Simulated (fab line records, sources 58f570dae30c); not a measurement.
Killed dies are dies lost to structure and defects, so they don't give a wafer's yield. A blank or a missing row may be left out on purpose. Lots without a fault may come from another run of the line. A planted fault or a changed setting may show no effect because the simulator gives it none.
A struck lot beside a sound one | flow berkeley_cmos170 | 14 steps out of a route of 331
Sound: wafers L544.1, L544.4, L544.5. Struck: wafers L535.2, L535.3, L535.4. The cause comes at the end.
At each step with rows: each side's tool, then ch and its chambers, then its first start. Under that, the readings that differ: sound wafers | struck wafers | difference of the means | sigmas: that difference in standard deviations of wafers without a fault.
alike: readings whose means differ by less than 2 such deviations, and words and numbers that are the same on both sides. not compared: withheld readings, readings that some wafer has no value for, bounds like >300 that may hide the same value, and numbers for which the record gives no deviation and whose values overlap.
The two part at a step that has a row with sigmas, a row that says differs or no value, or rows on one side only. Numbers that don't overlap but have no deviation are shown without sigmas and don't part them. A reading that every wafer of one side lacks parts them only if that side has two wafers or more.

first, 5 steps without rows for these wafers: UCB170_NWELL_WET_ETCH_18 (etches Si3N4 in H3PO4, time 14400 s); UCB170_NWELL_WET_ETCH_19 (etches SiO2 in BOE, time 22 s); UCB170_PWELL_CLEAN_00 (cleans in SPM, time 600 s); UCB170_PWELL_CLEAN_01 (cleans in dHF, time 60 s); UCB170_PWELL_OXIDATION_02 (target thk 26.4 nm, ox time 1260 s).
UCB170_PWELL_THK_MEAS_03:
  sound on film_metro-01, day 7 03:40; struck on film_metro-03, day 5 07:22
  alike: PWELL_OXIDE_THK
then, 2 steps without rows for these wafers: UCB170_PWELL_ANNEAL_04 (time 900 s); UCB170_PWELL_CVD_05 (deposits Si3N4 from SiH2Cl2/NH3, target thk 220 nm, time 3300 s).
UCB170_PWELL_THK_MEAS_06:
  sound on film_metro-01, day 7 13:34; struck on film_metro-03, day 5 14:28
  alike: PWELL_NITRIDE_THK
then, 3 steps without rows for these wafers: UCB170_PWELL_HMDS_07 (prime time 60 s); UCB170_PWELL_COAT_08 (resist thk 900 nm); UCB170_PWELL_SOFTBAKE_09 (time 60 s).
UCB170_PWELL_EXPOSE_10: exposes mask PWELL, target cd 3000 nm.
  sound on krf_scanner-02 ch 0, day 7 14:05; struck on krf_scanner-01, day 5 15:00
  no value came back on the struck wafers for exposure_dose_mJ_cm2, focus_offset_nm (nm); on the sound wafers exposure_dose_mJ_cm2 reads 18.984 18.987 18.994
  alike: mask
then, 1 step without rows for these wafers: UCB170_PWELL_PEB_11.

WHERE THEY PART
Only at UCB170_PWELL_EXPOSE_10, within this record.

WHY: what the simulator had put in
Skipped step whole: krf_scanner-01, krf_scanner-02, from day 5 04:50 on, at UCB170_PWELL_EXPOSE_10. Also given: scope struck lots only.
